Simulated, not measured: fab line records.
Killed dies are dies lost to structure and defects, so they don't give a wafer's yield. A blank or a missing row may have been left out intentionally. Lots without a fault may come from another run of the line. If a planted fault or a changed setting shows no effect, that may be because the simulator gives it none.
Check for tools in common || flow rit_cmos || 14 lots and 42 wafers in the sample

== REASON IT WAS OPENED ==
RIT_SDANNEAL_RS_MEAS_06, reading PLDD_RS: flagged on 2 of 14 lots. No-fault wafers: 178.6 ohm/sq, standard deviation 0.39.
Rule: flag the lot when none of its wafers has a number, or when each of its wafers that has one lies beyond 4 standard deviations from that mean. The rest of the lots are taken to be sound.

{"lot": "L258", "measured": "day 3 02:59", "on": "film_metro-01", "PLDD_RS (ohm/sq), wafer by wafer": "178.5 178.3 178.6", "flag": ""}
{"lot": "L261", "measured": "day 3 16:52", "on": "film_metro-01", "PLDD_RS (ohm/sq), wafer by wafer": "178.0 178.3 178.4", "flag": ""}
{"lot": "L262", "measured": "day 3 22:55", "on": "film_metro-01", "PLDD_RS (ohm/sq), wafer by wafer": "179.5 179.2 179.0", "flag": ""}
{"lot": "L263", "measured": "day 4 09:41", "on": "film_metro-01", "PLDD_RS (ohm/sq), wafer by wafer": "179.1 178.8 178.6", "flag": ""}
{"lot": "L264", "measured": "day 4 15:03", "on": "film_metro-01", "PLDD_RS (ohm/sq), wafer by wafer": "178.7 178.7 178.7", "flag": ""}
{"lot": "L265", "measured": "day 4 15:18", "on": "film_metro-02", "PLDD_RS (ohm/sq), wafer by wafer": "178.0 178.1 178.0", "flag": ""}
{"lot": "L267", "measured": "day 5 03:17", "on": "film_metro-03", "PLDD_RS (ohm/sq), wafer by wafer": "184.6 184.9 184.3", "flag": "FLAGGED"}
{"lot": "L272", "measured": "day 6 01:02", "on": "film_metro-03", "PLDD_RS (ohm/sq), wafer by wafer": "184.1 184.3 184.5", "flag": "FLAGGED"}
{"lot": "L273", "measured": "day 6 09:11", "on": "film_metro-02", "PLDD_RS (ohm/sq), wafer by wafer": "179.0 178.7 178.8", "flag": ""}
{"lot": "L275", "measured": "day 6 14:39", "on": "film_metro-03", "PLDD_RS (ohm/sq), wafer by wafer": "178.1 178.3 178.5", "flag": ""}
{"lot": "L276", "measured": "day 6 20:36", "on": "film_metro-02", "PLDD_RS (ohm/sq), wafer by wafer": "179.1 178.8 178.9", "flag": ""}
{"lot": "L277", "measured": "day 7 01:30", "on": "film_metro-02", "PLDD_RS (ohm/sq), wafer by wafer": "179.0 178.7 178.8", "flag": ""}
{"lot": "L279", "measured": "day 7 11:25", "on": "film_metro-02", "PLDD_RS (ohm/sq), wafer by wafer": "178.9 178.9 178.7", "flag": ""}
{"lot": "L281", "measured": "day 7 21:03", "on": "film_metro-02", "PLDD_RS (ohm/sq), wafer by wafer": "178.2 178.4 177.9", "flag": ""}
Average over the flagged lots: 184.4 ohm/sq; offset from the usual +5.8 ohm/sq, equal to +15 standard deviations.

== LOT BY LOT: THE TOOL USED ==
The record keeps 1 process step preceding the reading, out of 202 steps on the route. In each cell: the tool, then ch and the chambers that the sampled wafers went through, then the start.
{"lot": "L258", "flag": "", "RIT_PLDD_IMPLANT_08": "implanter-04 ch 0, day 2 20:35"}
{"lot": "L261", "flag": "", "RIT_PLDD_IMPLANT_08": "implanter-01 ch 0, day 3 10:22"}
{"lot": "L262", "flag": "", "RIT_PLDD_IMPLANT_08": "implanter-02 ch 0, day 3 16:01"}
{"lot": "L263", "flag": "", "RIT_PLDD_IMPLANT_08": "implanter-04 ch 0, day 4 01:50"}
{"lot": "L264", "flag": "", "RIT_PLDD_IMPLANT_08": "implanter-02 ch 0, day 4 08:17"}
{"lot": "L265", "flag": "", "RIT_PLDD_IMPLANT_08": "implanter-04 ch 0, day 4 08:40"}
{"lot": "L267", "flag": "FLAGGED", "RIT_PLDD_IMPLANT_08": "implanter-04 ch 0, day 4 20:18"}
{"lot": "L272", "flag": "FLAGGED", "RIT_PLDD_IMPLANT_08": "implanter-04 ch 0, day 5 18:22"}
{"lot": "L273", "flag": "", "RIT_PLDD_IMPLANT_08": "implanter-01 ch 0, day 6 02:21"}
{"lot": "L275", "flag": "", "RIT_PLDD_IMPLANT_08": "implanter-02 ch 0, day 6 07:41"}
{"lot": "L276", "flag": "", "RIT_PLDD_IMPLANT_08": "implanter-01 ch 0, day 6 14:11"}
{"lot": "L277", "flag": "", "RIT_PLDD_IMPLANT_08": "implanter-02 ch 0, day 6 18:52"}
{"lot": "L279", "flag": "", "RIT_PLDD_IMPLANT_08": "implanter-02 ch 0, day 7 04:54"}
{"lot": "L281", "flag": "", "RIT_PLDD_IMPLANT_08": "implanter-02 ch 0, day 7 14:31"}
What these steps do:
- RIT_PLDD_IMPLANT_08
- RIT_SDANNEAL_RS_MEAS_06: measures by four-point-probe.

== FLAGGED AGAINST TOTAL, ONE TOOL AT A TIME (gauges that did the reading follow at the end) ==
{"step": "RIT_PLDD_IMPLANT_08", "tool": "implanter-01", "lots run": 3, "flagged": 0, "share of the flagged lots": "none", "sound lots run after its first flagged lot": "-"}
{"step": "RIT_PLDD_IMPLANT_08", "tool": "implanter-02", "lots run": 6, "flagged": 0, "share of the flagged lots": "none", "sound lots run after its first flagged lot": "-"}
{"step": "RIT_PLDD_IMPLANT_08", "tool": "implanter-04", "lots run": 5, "flagged": 2, "share of the flagged lots": "all", "sound lots run after its first flagged lot": 0}
{"step": "RIT_SDANNEAL_RS_MEAS_06", "tool": "film_metro-01", "lots run": 5, "flagged": 0, "share of the flagged lots": "none", "sound lots run after its first flagged lot": "-"}
{"step": "RIT_SDANNEAL_RS_MEAS_06", "tool": "film_metro-02", "lots run": 6, "flagged": 0, "share of the flagged lots": "none", "sound lots run after its first flagged lot": "-"}
{"step": "RIT_SDANNEAL_RS_MEAS_06", "tool": "film_metro-03", "lots run": 3, "flagged": 2, "share of the flagged lots": "all", "sound lots run after its first flagged lot": "1 (L275)"}

== WHAT THE TABLE ALLOWS ==
implanter-04 at RIT_PLDD_IMPLANT_08 and film_metro-03 at RIT_SDANNEAL_RS_MEAS_06 are the 2 rows of the table that ran each flagged lot.
- implanter-04 at RIT_PLDD_IMPLANT_08: 2 of its 5 lots flagged. It ran its last sound lot, L265, at day 4 08:40 and its first flagged lot, L267, at day 4 20:18: a fault with its onset between the two fits. Its own readings lie more than 4 standard deviations out on every wafer of the flagged lots: dose_ions_cm2.
- film_metro-03 at RIT_SDANNEAL_RS_MEAS_06: 2 of its 3 lots flagged. Lots that were sound ran on it after the first flagged one (L275); a persistent fault on the entire tool would not allow that.
Just one tool remains: implanter-04 at RIT_PLDD_IMPLANT_08.

== WHAT THE SIMULATOR PUT IN ==
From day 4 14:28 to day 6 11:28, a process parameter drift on implanter-04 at RIT_PLDD_IMPLANT_08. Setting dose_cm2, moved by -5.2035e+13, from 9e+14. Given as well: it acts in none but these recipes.
Lots struck among those shown: L267, L272. This agrees with what the rule above found.
